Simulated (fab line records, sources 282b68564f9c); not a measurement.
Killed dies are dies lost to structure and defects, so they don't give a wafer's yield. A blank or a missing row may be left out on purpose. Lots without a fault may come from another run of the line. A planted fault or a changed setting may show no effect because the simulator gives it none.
fab line records | flow rit_cmos
record lots=5 wafers=23
route steps=202 shown NLDD@104 SPACER@130 PSD@150 SDANNEAL@155 CONTACT@172 M1@190
start_h: hours from the record's first day to the start of the lot's first wafer shown | wait_h: hours since the lot's step before | " the same as in the row above | L1.1+2: a row that stands for several wafers | - no value, or no start given | * or withheld: withheld | < > ~ a bound
route shown NAME@n: a module of which the file shows steps, and the number in the route of the first | usual: mean/standard deviation of fault-free wafers | same: alike in all rows | chamber/n: place in a boat | sites: the reading at each site | _std_site: their standard deviation | _edge_site: outer sites' mean less inner sites' | radius_mm: how far each site lies from the wafer's centre | mask NAME#n: copy n | behind: the tool/chamber that last shaped the wafer | hold: why the lot was held/for how many hours/how that ended | device: the transistor (n, p or np) that didn't switch | end of line: the same wafers' tests at the end of the route | a step without rows: its recipe alone | killed: dies lost to structure and defects at the first sort, not the wafer's yield | map: a wafer's dies, x killed, . not, _ none there
set.NAME: the setting as run; set.NAME@STEP: as run at that earlier step | model.NAME: the simulator's own value behind a step, which no gauge read
lots whose settings were changed on purpose; a table a step, a row a wafer
## steps
# step RIT_NLDD_COAT_01
# recipe resist=NOVOLAK spin_rpm=3250 resist_thk_nm=1000
# columns lot.wafer tool chamber start_h wait_h set.spin_rpm model.NOVOLAK_of_NLDD_COAT_01.thk_nm
L074.1 litho_track-03 0 41.16 0.1 3250 999.5
L074.2+3 " 0 " " 3087 1026
L074.4 " 0 " " 3250 1001
L074.5 " 0 " " 3087 1025
L075.1 litho_track-02 0 45.59 0.1 3250 992.8
L075.2 " 0 " " 3250 994.6
L075.3 " 0 " " 3036 1029
L075.4 " 0 " " 3036 1031
L075.5 " 0 " " 3250 991.8
L078.1 litho_track-03 0 61.36 0.1 3250 999
L078.4 " 0 " " 3250 995.7
L078.6 " 0 " " 3250 995.3
L083.1 litho_track-03 0 85.45 0.1 3250 992.9
L083.3 " 0 " " 3250 996.6
L083.4 " 0 " " 3250 997.9
L083.5 " 0 " " 3250 997.7
L083.6 " 0 " " 3250 995.2
L085.1 litho_track-04 0 95.20 0.1 3250 1002
L085.2+6 " 0 " " 3250 1004
L085.4+5 " 0 " " 3085 1030
# step RIT_NLDD_SOFTBAKE_02
# recipe resist=NOVOLAK temp_c=90 time_s=60
# step RIT_NLDD_EXPOSE_03
# recipe mask_id=M7 na=0.57 target_cd_nm=40700 dose_mj=250
# step RIT_NLDD_DEVELOP_05
# recipe resist=NOVOLAK develop_time_s=50 dev_temp_c=23
# step RIT_NLDD_HARDBAKE_07
# recipe resist=NOVOLAK temp_c=140 time_s=60
# columns lot.wafer tool chamber start_h wait_h set.spin_rpm@NLDD_COAT_01 model.NOVOLAK_of_NLDD_COAT_01.thk_nm
L074.1 litho_track-03 0 42.03 0.0 3250 883.4
L074.2 " 0 " " 3087 906.6
L074.3 " 0 " " 3087 906.2
L074.4 " 0 " " 3250 884.2
L074.5 " 0 " " 3087 905.6
L075.1 litho_track-04 0 46.52 0.0 3250 877.4
L075.2 " 0 " " 3250 879
L075.3 " 0 " " 3036 909.2
L075.4 " 0 " " 3036 910.9
L075.5 " 0 " " 3250 876.6
L078.1 litho_track-03 0 62.09 0.0 3250 882.9
L078.4 " 0 " " 3250 880
L078.6 " 0 " " 3250 879.7
L083.1 litho_track-02 0 86.31 0.0 3250 877.5
L083.3 " 0 " " 3250 880.7
L083.4 " 0 " " 3250 881.9
L083.5 " 0 " " 3250 881.7
L083.6 " 0 " " 3250 879.6
L085.1 litho_track-02 0 96.15 0.0 3250 885.9
L085.2 " 0 " " 3250 887.1
L085.4 " 0 " " 3085 910.1
L085.5 " 0 " " 3085 909.6
L085.6 " 0 " " 3250 887.3
# step RIT_NLDD_IMPLANT_08
# recipe species=P energy_kev=20 dose_cm2=5e+14 tilt_deg=7
# columns lot.wafer tool chamber start_h wait_h set.energy_kev model.implant.drp_nm
L074.1+5 implanter-01 0 42.18 0.1 19.4 12.73
L074.2+3+4 " 0 " " 20 12.97
L075.1+2+3+4+5 implanter-01 0 46.67 0.1 20 12.97
L078.1+4+6 implanter-01 0 62.24 0.1 20 12.97
L083.1+3+4 implanter-03 0 86.46 0.1 19.04 12.59
L083.5+6 " 0 " " 20 12.97
L085.1+4 implanter-03 0 96.30 0.1 20.48 13.16
L085.2+5+6 " 0 " " 20 12.97
# step RIT_SPACER_ETCHBACK_05
# recipe target_depth_a=2500 SF6_flow_sccm=30 CHF3_flow_sccm=30 target=Si3N4 chemistry=SF6/CHF3 pressure_mtorr=40 rf_w=250 time_s=240 stop_on=SiO2
# columns lot.wafer tool chamber start_h wait_h set.time_s set.time_s@GATE_CVD_08 model.poly-Si_of_GATE_CVD_08.thk_nm model.Si3N4_of_SPACER_CVD_03.thk_nm
L074.1 rie_diel-02 1 46.47 0.1 268.8 2359 174.1 191.7
L074.2 " 3 " " 240 2359 182 196.3
L074.3 " 2 " " 240 2359 182.9 198.3
L074.4 " 0 " " 268.8 2359 179.3 193.3
L074.5 " 1 " " 268.8 2359 174.3 191.6
L075.1 rie_diel-01 3 50.94 0.1 240 1921 136.9 193.7
L075.2 " 1 " " 265.2 1921 128.3 187.1
L075.3 " 0 " " 265.2 1921 129.8 189.5
L075.4 " 2 " " 265.2 1921 127.3 188.1
L075.5 " 1 " " 240 1921 135 194.2
L078.1 rie_diel-02 2 66.53 0.1 240 2220 168.4 193.1
L078.4 " 1 " " 240 2220 167.1 191.6
L078.6 " 3 " " 240 2220 169.1 191.3
L083.1 rie_diel-03 1 90.80 0.1 249.2 2497 191 196.9
L083.3 " 2 " " 240 2497 196.3 199.5
L083.4 " 3 " " 240 2497 195.7 197.7
L083.5 " 2 " " 240 2497 197.4 199.5
L083.6 " 3 " " 249.2 2497 191.8 195.4
L085.1 rie_diel-02 0 100.52 0.1 240 2044 148.1 197.9
L085.2 " 1 " " 205.8 2044 155.1 206.6
L085.4 " 2 " " 205.8 2044 155.6 205.7
L085.5 " 1 " " 240 2044 146.2 197.9
L085.6 " 2 " " 205.8 2044 156.4 206.2
# step RIT_PSD_IMPLANT_08
# recipe species=BF2 energy_kev=27 dose_cm2=5e+15 tilt_deg=7
# columns lot.wafer tool chamber start_h wait_h set.energy_kev
L074.1+2+3 implanter-04 0 49.20 0.1 27.68
L074.4+5 " 0 " " 27
L075.1+2+3 implanter-02 0 53.67 0.1 26.55
L075.4+5 " 0 " " 27
L078.1+4+6 implanter-02 0 69.26 0.1 27
L083.1+3+4+5+6 implanter-02 0 93.53 0.1 27
L085.1+4+6 implanter-02 0 103.13 0.1 27
L085.2+5 " 0 " " 25.93
# step RIT_PSD_STRIP_09
# recipe chemistry=O2 time_s=180 resist=NOVOLAK platen_temp_c=withheld power_w=500 pressure_mtorr=4000 o2_flow_sccm=4000
# step RIT_SDANNEAL_CLEAN_02
# recipe chemistry=SC2 mix=3:3:50 time_s=600 temp_c=75 dry=n2_spin
# step RIT_SDANNEAL_RTA_03
# recipe temp_c=1050 time_s=5 idle_temp_c=600 ramp_up_c_per_s=342 ramp_down_c_per_s=171 cool_to_c=600 ambient=N2
# step RIT_SDANNEAL_RS_MEAS_04
# recipe thk_meas_gauge=four-point-probe
# usual PSD_RS=115.9/0.31
# columns lot.wafer tool chamber start_h wait_h set.energy_kev@PSD_IMPLANT_08 PSD_RS[ohm/sq]
L074.1 film_metro-03 - 50.01 0.0 27.68 114.5
L074.2 " - " " 27.68 114.8
L074.3 " - " " 27.68 114.6
L074.4 " - " " 27 115.8
L074.5 " - " " 27 116.0
L075.1 film_metro-02 - 54.51 0.0 26.55 117.0
L075.2 " - " " 26.55 117.5
L075.3 " - " " 26.55 117.3
L075.4 " - " " 27 116.0
L075.5 " - " " 27 116.4
L078.1 film_metro-03 - 70.07 0.0 27 115.9
L078.4 " - " " 27 115.9
L078.6 " - " " 27 116.0
L083.1 film_metro-03 - 94.34 0.0 27 116.1
L083.3 " - " " 27 116.2
L083.4 " - " " 27 116.0
L083.5 " - " " 27 116.1
L083.6 " - " " 27 116.2
L085.1 film_metro-01 - 103.94 0.0 27 115.6
L085.2 " - " " 25.93 118.4
L085.4 " - " " 27 115.9
L085.5 " - " " 25.93 118.4
L085.6 " - " " 27 115.9
# step RIT_CONTACT_SOFTBAKE_04
# recipe resist=NOVOLAK temp_c=90 time_s=60
# columns lot.wafer tool chamber start_h wait_h set.temp_c
L074.1+2 litho_track-03 0 51.42 0.1 92.27
L074.3+4+5 " 0 " " 90
L075.1+2+5 litho_track-03 0 55.92 0.1 90
L075.3+4 " 0 " " 92.57
L078.1+4+6 litho_track-03 0 71.49 0.1 90
L083.1+3+4+5+6 litho_track-04 0 95.80 0.1 90
L085.1+2+6 litho_track-02 0 105.34 0.1 90
L085.4+5 " 0 " " 86.46
# step RIT_CONTACT_EXPOSE_05
# recipe mask_id=M11 na=0.6 source_shape=conventional sigma_outer=0.5 target_cd_nm=1000 dose_mj=250
# step RIT_CONTACT_PEB_06
# recipe resist=NOVOLAK temp_c=withheld time_s=withheld
# step RIT_CONTACT_DEVELOP_07
# recipe resist=NOVOLAK develop_time_s=122.4 dev_temp_c=23
# columns lot.wafer tool chamber start_h wait_h set.temp_c@CONTACT_SOFTBAKE_04 model.NOVOLAK_of_CONTACT_COAT_03.thk_nm
L074.1 litho_track-02 0 - - 92.27 990.8
L074.2 " 0 " " 92.27 990.2
L074.3 " 0 " " 90 992.4
L074.4 " 0 " " 90 995.9
L074.5 " 0 " " 90 998.5
L075.1 litho_track-03 0 - - 90 999.3
L075.2 " 0 " " 90 996.3
L075.3 " 0 " " 92.57 991.2
L075.4 " 0 " " 92.57 988.8
L075.5 " 0 " " 90 1000
L078.1+4+6 litho_track-02 0 - - 90 1001
L083.1 litho_track-03 0 - - 90 997.4
L083.3 " 0 " " 90 997.7
L083.4 " 0 " " 90 996.2
L083.5 " 0 " " 90 999.2
L083.6 " 0 " " 90 999.1
L085.1 litho_track-04 0 - - 90 998.8
L085.2 " 0 " " 90 999
L085.4 " 0 " " 86.46 1010
L085.5 " 0 " " 86.46 1008
L085.6 " 0 " " 90 998.7
# step RIT_M1_EXPOSE_06
# recipe mask_id=M12 na=0.6 source_shape=conventional sigma_outer=0.5 target_cd_nm=2600 dose_mj=250
# columns lot.wafer tool chamber start_h wait_h mask set.dose_mj
L074.1+2+3+4+5 iline_stepper-01 0 54.34 0.1 M12#0 250
L075.1+3 iline_stepper-01 0 58.86 0.2 M12#0 256.3
L075.2+4+5 " 0 " " M12#0 250
L078.1+4+6 iline_stepper-02 0 74.34 0.2 M12#0 250
L083.1+5 iline_stepper-02 0 98.74 0.1 M12#0 234.7
L083.3+4+6 " 0 " " M12#0 250
L085.1+5 iline_stepper-01 0 108.25 0.1 M12#0 250
L085.2+4+6 " 0 " " M12#0 236.7
# step RIT_M1_DEVELOP_08
# recipe resist=NOVOLAK develop_time_s=68 dev_temp_c=23
# columns lot.wafer tool chamber start_h wait_h set.develop_time_s
L074.1+3+5 litho_track-02 0 - - 68
L074.2+4 " 0 " " 73.48
L075.1+2 litho_track-02 0 - - 73.12
L075.3+4+5 " 0 " " 68
L078.1+4+6 litho_track-01 0 - - 68
L083.1+4+6 litho_track-02 0 - - 62.67
L083.3+5 " 0 " " 68
L085.1+2+5 litho_track-02 0 - - 68
L085.4+6 " 0 " " 71.95
# step RIT_M1_CD_MEAS_09
# recipe target_cd_nm=2600
# usual cd_nm=2600/3.1
# columns lot.wafer tool chamber start_h wait_h set.dose_mj@M1_EXPOSE_06 set.develop_time_s@M1_DEVELOP_08 cd_nm
L074.1 cd_sem-02 - 54.77 - 250 68 2598
L074.2 " - " " 250 73.48 2589
L074.3 " - " " 250 68 2598
L074.4 " - " " 250 73.48 2591
L074.5 " - " " 250 68 2597
L075.1 cd_sem-02 - 59.29 - 256.3 73.12 2589
L075.2 " - " " 250 73.12 2595
L075.3 " - " " 256.3 68 2598
L075.4 " - " " 250 68 2603
L075.5 " - " " 250 68 2601
L078.1 cd_sem-01 - 74.77 - 250 68 2596
L078.4 " - " " 250 68 2595
L078.6 " - " " 250 68 2595
L083.1 cd_sem-01 - 99.17 - 234.7 62.67 2624
L083.3 " - " " 250 68 2599
L083.4 " - " " 250 62.67 2610
L083.5 " - " " 234.7 68 2616
L083.6 " - " " 250 62.67 2608
L085.1 cd_sem-02 - 108.68 - 250 68 2606
L085.2 " - " " 236.7 68 2620
L085.4 " - " " 236.7 71.95 2617
L085.5 " - " " 250 68 2606
L085.6 " - " " 236.7 71.95 2616
# step RIT_M1_HARDBAKE_11
# recipe resist=NOVOLAK temp_c=140 time_s=120
# step RIT_M1_METAL_ETCH_12
# recipe stop_on=SiO2 chemistry=Cl2/BCl3 target=Al time_s=165 over_etch_frac=0.5 pressure_mtorr=100 target_depth_a=6000 rf_w=250 Cl2_flow_sccm=60 bcl3_flow_sccm=50
# columns lot.wafer tool chamber start_h wait_h set.dose_mj@M1_EXPOSE_06 set.develop_time_s@M1_DEVELOP_08 model.M1.cd_nm
L074.1+3 rie_metal-02 1,0 55.18 0.2 250 68 2600
L074.2 " 0 " " 250 73.48 2590
L074.4 " 1 " " 250 73.48 2592
L074.5 " 0 " " 250 68 2598
L075.1 rie_metal-04 1 59.71 0.2 256.3 73.12 2587
L075.2 " 0 " " 250 73.12 2594
L075.3 " 0 " " 256.3 68 2595
L075.4 " 1 " " 250 68 2601
L075.5 " 1 " " 250 68 2600
L078.1+4+6 rie_metal-04 1 75.18 0.2 250 68 2595
L083.1 rie_metal-02 0 99.57 0.2 234.7 62.67 2625
L083.3 " 0 " " 250 68 2600
L083.4 " 1 " " 250 62.67 2612
L083.5 " 1 " " 234.7 68 2618
L083.6 " 0 " " 250 62.67 2609
L085.1 rie_metal-01 1 109.08 0.2 250 68 2606
L085.2 " 0 " " 236.7 68 2620
L085.4+6 " 0 " " 236.7 71.95 2617
L085.5 " 1 " " 250 68 2607
# step RIT_M1_STRIP_13
# recipe chemistry=nmp resist=NOVOLAK temp_c=80 time_s=621.8 dry=n2_spin
# step RIT_M1_STRIP_14
# recipe chemistry=O2 time_s=180 platen_temp_c=withheld power_w=500 pressure_mtorr=4000 o2_flow_sccm=4000
# step RIT_M1_CD_MEAS_90
# recipe target_cd_nm=2600
# usual cd_nm=2600.7/2.9
# columns lot.wafer tool chamber start_h wait_h set.dose_mj@M1_EXPOSE_06 set.develop_time_s@M1_DEVELOP_08 cd_nm
L074.1 cd_sem-02 - 55.69 0.1 250 68 2599.7
L074.2 " - " " 250 73.48 2590.0
L074.3 " - " " 250 68 2599.4
L074.4 " - " " 250 73.48 2592.0
L074.5 " - " " 250 68 2598.4
L075.1 cd_sem-02 - 60.22 0.1 256.3 73.12 2587.5
L075.2 " - " " 250 73.12 2594.2
L075.3 " - " " 256.3 68 2594.9
L075.4 " - " " 250 68 2601.7
L075.5 " - " " 250 68 2599.6
L078.1 cd_sem-01 - 75.71 0.1 250 68 2594.9
L078.4 " - " " 250 68 2595.2
L078.6 " - " " 250 68 2594.6
L083.1 cd_sem-01 - 100.08 0.1 234.7 62.67 2626.2
L083.3 " - " " 250 68 2599.7
L083.4 " - " " 250 62.67 2611.3
L083.5 " - " " 234.7 68 2618.6
L083.6 " - " " 250 62.67 2609.1
L085.1 cd_sem-01 - 109.60 0.1 250 68 2606.4
L085.2 " - " " 236.7 68 2620.8
L085.4 " - " " 236.7 71.95 2616.8
L085.5 " - " " 250 68 2607.4
L085.6 " - " " 236.7 71.95 2616.1
# step RIT_M1_PROBE_99
# usual killed_at_M0_to_M3=0.1/0.34 killed_at_contacts=0.1/0.28 killed_at_front_end=7/3.2 killed_dies=7/3.3 killed_open=3.6/2.1 killed_short=3.3/1.9
# same gross_dies=264 killed_at_M4_up=0 killed_at_back_side=0 killed_at_other=0
# columns lot.wafer tool chamber start_h wait_h set.time_s@SPACER_ETCHBACK_05 killed_at_M0_to_M3 killed_at_contacts killed_at_front_end killed_dies killed_open killed_short model.etest.nplus_sal.width_nm model.etest.pplus_sal.width_nm
L074.1 prober-02 - 59.03 0.1 268.8 0 0 8 8 5 3 3542 3568
L074.2 prober-02 - 59.08 0.1 240 0 0 7 7 3 4 3504 3498
L074.3 prober-02 - 59.13 0.2 240 0 1 9 10 6 4 3494 3497
L074.4 prober-02 - 59.18 0.2 268.8 0 0 11 11 8 3 3548 3537
L074.5 prober-02 - 59.23 0.2 268.8 0 0 11 11 2 9 3571 3570
L075.1 prober-01 - 62.16 0.1 240 0 0 8 8 4 4 3410 3400
L075.2 prober-01 - 62.21 0.1 265.2 0 0 10 10 5 5 - -
L075.3 prober-01 - 62.26 0.2 265.2 0 0 6 6 1 5 - -
L075.4 prober-01 - 62.31 0.2 265.2 1 0 5 6 2 3 - -
L075.5 prober-01 - 62.36 0.2 240 1 0 4 5 3 1 3436 3436
L078.1 prober-02 - 78.22 0.1 240 2 0 5 7 2 3 3447 3456
L078.4 prober-02 - 78.37 0.2 240 1 0 8 9 3 5 3452 3470
L078.6 prober-02 - 78.47 0.2 240 0 0 9 9 5 4 3474 3473
L083.1 prober-01 - 103.55 0.1 249.2 0 0 2 2 1 1 3450 3450
L083.3 prober-01 - 103.65 0.2 240 0 1 5 6 4 2 3425 3419
L083.4 prober-01 - 103.70 0.2 240 0 0 7 7 4 3 3412 3415
L083.5 prober-01 - 103.75 0.2 240 0 0 5 5 3 2 3417 3429
L083.6 prober-01 - 103.80 0.2 249.2 0 0 3 3 1 2 3462 3450
L085.1 prober-01 - 111.34 0.1 240 0 0 8 8 2 6 3422 3448
L085.2 prober-01 - 111.39 0.1 205.8 0 0 10 10 7 3 3346 3358
L085.4 prober-01 - 111.49 0.2 205.8 0 0 4 4 2 1 3342 3345
L085.5 prober-01 - 111.54 0.2 240 0 1 3 4 2 2 3449 3437
L085.6 prober-01 - 111.59 0.2 205.8 0 0 8 8 2 4 3329 3334
# killed by level:class
L074.1 GATE:geometric_particle:open=2 SPACER:geometric_particle:open=2 SILICIDE:geometric_particle:short=2 FOX1:geometric_particle:open=1 GATE:geometric_particle:short=1
L074.2 ACTIVE:geometric_particle:short=1 FOX1:geometric_particle:open=1 GATE:geometric_particle:open=1 GATE:geometric_particle:short=1 SPACER:geometric_particle:short=1 SPACER:geometric_particle:open=1 SILICIDE:geometric_particle:short=1
L074.3 GATE:geometric_particle:open=3 FOX1:geometric_particle:open=2 GATE:geometric_particle:short=2 SPACER:geometric_particle:open=1 SPACER:geometric_particle:short=1 CONTACT:geometric_particle:short=1
L074.4 GATE:geometric_particle:open=3 REOX:geometric_particle:open=3 REOX:geometric_particle:short=2 FOX1:geometric_particle:open=1 FOX2:geometric_particle:open=1 GATE:geometric_particle:short=1
L074.5 GATE:geometric_particle:short=4 SPACER:geometric_particle:short=2 SILICIDE:geometric_particle:short=2 FOX1:geometric_particle:short=1 GATE:geometric_particle:open=1 SPACER:geometric_particle:open=1
L075.1 GATE:geometric_particle:open=3 GATE:geometric_particle:short=3 SILICIDE:geometric_particle:open=1 SILICIDE:geometric_particle:short=1
L075.2 GATE:geometric_particle:short=5 GATE:geometric_particle:open=4 FOX2:geometric_particle:open=1
L075.3 SILICIDE:geometric_particle:short=3 GATE:geometric_particle:short=1 SPACER:geometric_particle:short=1 SILICIDE:geometric_particle:open=1
L075.4 FOX1:geometric_particle:open=2 FOX2:geometric_particle:short=1 GATE:geometric_particle:short=1 SPACER:geometric_particle:short=1 M1:coat_microbubble_printed=1
L075.5 GATE:geometric_particle:open=1 REOX:geometric_particle:open=1 SPACER:geometric_particle:short=1 SILICIDE:geometric_particle:open=1 M1:coat_microbubble_printed=1
L078.1 SPACER:geometric_particle:short=3 M1:coat_microbubble_printed=2 GATE:geometric_particle:open=1 REOX:geometric_particle:open=1
L078.4 REOX:geometric_particle:short=2 SPACER:geometric_particle:open=2 GATE:geometric_particle:open=1 GATE:geometric_particle:short=1 SPACER:geometric_particle:short=1 SILICIDE:geometric_particle:short=1 M1:coat_microbubble_printed=1
L078.6 REOX:geometric_particle:short=3 GATE:geometric_particle:open=2 FOX2:geometric_particle:open=1 SPACER:geometric_particle:short=1 SPACER:geometric_particle:open=1 SILICIDE:geometric_particle:open=1
L083.1 SILICIDE:geometric_particle:short=1 SILICIDE:geometric_particle:open=1
L083.3 GATE:geometric_particle:open=2 SPACER:geometric_particle:open=1 SILICIDE:geometric_particle:short=1 SILICIDE:geometric_particle:open=1 CONTACT:geometric_particle:short=1
L083.4 GATE:geometric_particle:open=3 GATE:geometric_particle:short=2 SILICIDE:geometric_particle:open=1 SILICIDE:geometric_particle:short=1
L083.5 SPACER:geometric_particle:open=2 FOX1:geometric_particle:short=1 REOX:geometric_particle:short=1 SILICIDE:geometric_particle:open=1
L083.6 GATE:geometric_particle:short=1 GATE:geometric_particle:open=1 SILICIDE:geometric_particle:short=1
L085.1 GATE:geometric_particle:short=2 REOX:geometric_particle:short=2 SILICIDE:geometric_particle:short=2 GATE:geometric_particle:open=1 REOX:geometric_particle:open=1
L085.2 GATE:geometric_particle:open=3 REOX:geometric_particle:open=2 SPACER:geometric_particle:open=2 FOX1:geometric_particle:short=1 GATE:geometric_particle:short=1 REOX:geometric_particle:short=1
L085.4 GATE:geometric_particle:open=2 SPACER:geometric_particle:short=1 SPACER:area_etchback=1
L085.5 GATE:geometric_particle:short=1 REOX:geometric_particle:open=1 SILICIDE:geometric_particle:open=1 CONTACT:geometric_particle:short=1
L085.6 SILICIDE:geometric_particle:short=2 SPACER:area_etchback=2 FOX1:geometric_particle:open=1 GATE:geometric_particle:short=1 SPACER:geometric_particle:open=1 SPACER:geometric_particle:short=1
## key
split step=RIT_NLDD_COAT_01 setting=spin_rpm stated=3250 by=wafer
response step=RIT_NLDD_COAT_01 reading=model.NOVOLAK_of_NLDD_COAT_01.thk_nm change=-5.36 per=1% r=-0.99
response step=RIT_NLDD_HARDBAKE_07 reading=model.NOVOLAK_of_NLDD_COAT_01.thk_nm change=-4.69 per=1% r=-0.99
split step=RIT_NLDD_IMPLANT_08 setting=energy_kev stated=20 by=wafer
response step=RIT_NLDD_IMPLANT_08 reading=model.implant.drp_nm change=+0.0788 per=1% r=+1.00
split step=RIT_SPACER_ETCHBACK_05 setting=time_s stated=240 by=wafer
response step=RIT_SPACER_ETCHBACK_05 reading=model.Si3N4_of_SPACER_CVD_03.thk_nm change=-0.531 per=1% r=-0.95
response step=RIT_M1_PROBE_99 reading=model.etest.pplus_sal.width_nm change=+6.15 per=1% r=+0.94
response step=RIT_M1_PROBE_99 reading=model.etest.nplus_sal.width_nm change=+6 per=1% r=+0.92
split step=RIT_PSD_IMPLANT_08 setting=energy_kev stated=27 by=wafer
response step=RIT_SDANNEAL_RS_MEAS_04 reading=PSD_RS change=-0.628 per=1% r=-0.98
split step=RIT_CONTACT_SOFTBAKE_04 setting=temp_c stated=90 by=wafer
response step=RIT_CONTACT_DEVELOP_07 reading=model.NOVOLAK_of_CONTACT_COAT_03.thk_nm change=-2.61 per=1% r=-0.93
split step=RIT_M1_EXPOSE_06 setting=dose_mj stated=250 by=wafer
response step=RIT_M1_CD_MEAS_09 reading=cd_nm slope=-2.65 per=1% together_with=develop_time_s@M1_DEVELOP_08 explained=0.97
response step=RIT_M1_METAL_ETCH_12 reading=model.M1.cd_nm slope=-2.71 per=1% together_with=develop_time_s@M1_DEVELOP_08 explained=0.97
response step=RIT_M1_CD_MEAS_90 reading=cd_nm slope=-2.75 per=1% together_with=develop_time_s@M1_DEVELOP_08 explained=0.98
split step=RIT_M1_DEVELOP_08 setting=develop_time_s stated=68 by=wafer
response step=RIT_M1_CD_MEAS_09 reading=cd_nm slope=-0.999 per=1% together_with=dose_mj@M1_EXPOSE_06 explained=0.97
response step=RIT_M1_METAL_ETCH_12 reading=model.M1.cd_nm slope=-0.979 per=1% together_with=dose_mj@M1_EXPOSE_06 explained=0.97
response step=RIT_M1_CD_MEAS_90 reading=cd_nm slope=-0.997 per=1% together_with=dose_mj@M1_EXPOSE_06 explained=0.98
split outside_this_file step=RIT_GATE_CVD_08 setting=time_s
# split outside_this_file: this setting was split too, and the file shows its column; the key of that split is in another file
